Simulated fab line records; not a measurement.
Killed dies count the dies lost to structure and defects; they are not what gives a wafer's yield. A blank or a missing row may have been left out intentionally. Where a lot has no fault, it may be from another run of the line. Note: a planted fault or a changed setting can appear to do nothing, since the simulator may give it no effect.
A struck lot beside a sound one ; flow berkeley cmos170 ; 15 out of 331 route steps
Sound: the wafers L694.1, L694.2, L694.6. Wafers struck: L702.1, L702.5, L702.6. The cause comes at the end.
For every step that has rows: the tool of each side, followed by ch and its chambers, followed by its first start. Under that, the readings that differ: sound wafers ; struck wafers ; difference of the means ; sigmas: that difference in standard deviations of wafers without a fault.
alike: readings whose means differ by less than 2 such deviations, and words and numbers that are the same on both sides. not compared: withheld readings, readings that some wafer has no value for, bounds like >300 that may hide the same value, and numbers for which the record gives no deviation and whose values overlap.
The two part at a step that has a row with sigmas, a row that says differs or no value, or rows on one side only. Numbers that have no deviation but don't overlap get no sigmas and don't part them. Lack of a reading on every wafer of one side parts them only where that side has two or more wafers.

first, 5 steps without rows for these wafers: UCB170_M1_COAT_04 (resist thk 900 nm); UCB170_M1_SOFTBAKE_05 (time 60 s); UCB170_M1_EXPOSE_06 (exposes mask METAL1, target cd 700 nm); UCB170_M1_PEB_07; UCB170_M1_DEVELOP_08 (develop time 45 s).
UCB170_M1_CD_MEAS_09 targets a cd of 700 nm.
  sound: cd sem-01 at day 9 13:45; struck: cd sem-01 at day 11 02:50
  alike: cd nm
UCB170_M1_OVL_MEAS_10:
  sound: overlay-01 at day 9 13:52; struck: overlay-01 at day 11 02:58
  alike: M1_OVL
UCB170_M1_ETCH_11: etches BARC in N2/H2.
  sound on rie diel-01 ch 1,2, day 9 13:55; struck on rie diel-03 ch 0,1,3, day 11 03:00
reading;sound;struck;difference;sigmas
throttle valve pct (%);13.67 13.58 13.65;13.32 13.24 13.21;-0.38;-2
  alike: drypump motor current A, oes product au
UCB170_M1_METAL_ETCH_12: etches Al in Cl2/BCl3, stops on PSG, target depth 780 nm, time 130 s.
  sound on rie metal-04 ch 0,1, day 9 13:57; struck on rie metal-03 ch 0,1, day 11 03:02
  alike: drypump motor current A, oes product au, throttle valve pct
  not compared: rf hours counter h
UCB170_M1_STRIP_13: strips in O2.
  sound on plasma asher-03 ch 0,1, day 9 14:05; struck on plasma asher-02 ch 0,1, day 11 03:10
  alike: drypump motor current A, o2 flow sccm, oes product au
  not compared: rf hours counter h
UCB170_M1_CD_MEAS_90 targets a cd of 700 nm.
  sound: cd sem-02 at day 9 14:11; struck: cd sem-01 at day 11 03:16
  alike: cd nm
then, 1 step without rows for these wafers: UCB170_M1_ANNEAL_14 (time 1200 s).
UCB170_V1_CVD_00: deposits SiO2 from TEOS/O2, target thk 2000 nm, time 250 s.
  sound on pecvd-04 ch 0,1, day 9 16:21; struck on pecvd-04 ch 0,2, day 11 05:03
  alike: heater power w, pressure mtorr
UCB170_V1_THK_MEAS_01:
  sound: film metro-03 at day 9 16:30; struck: film metro-01 at day 11 05:26
reading;sound;struck;difference;sigmas
V1_TEOS_THK (nm);1980 1977 2019;3943 4000 4002;+1990;+66
UCB170_M3_PROBE_99:
  rows exist in the record for the sound wafers here (prober-02, day 10 04:34), none for the struck ones

WHERE THEY PART
Last at UCB170_M3_PROBE_99 as far as this record goes, first at UCB170_M1_ETCH_11.

WHY: what the simulator had put in
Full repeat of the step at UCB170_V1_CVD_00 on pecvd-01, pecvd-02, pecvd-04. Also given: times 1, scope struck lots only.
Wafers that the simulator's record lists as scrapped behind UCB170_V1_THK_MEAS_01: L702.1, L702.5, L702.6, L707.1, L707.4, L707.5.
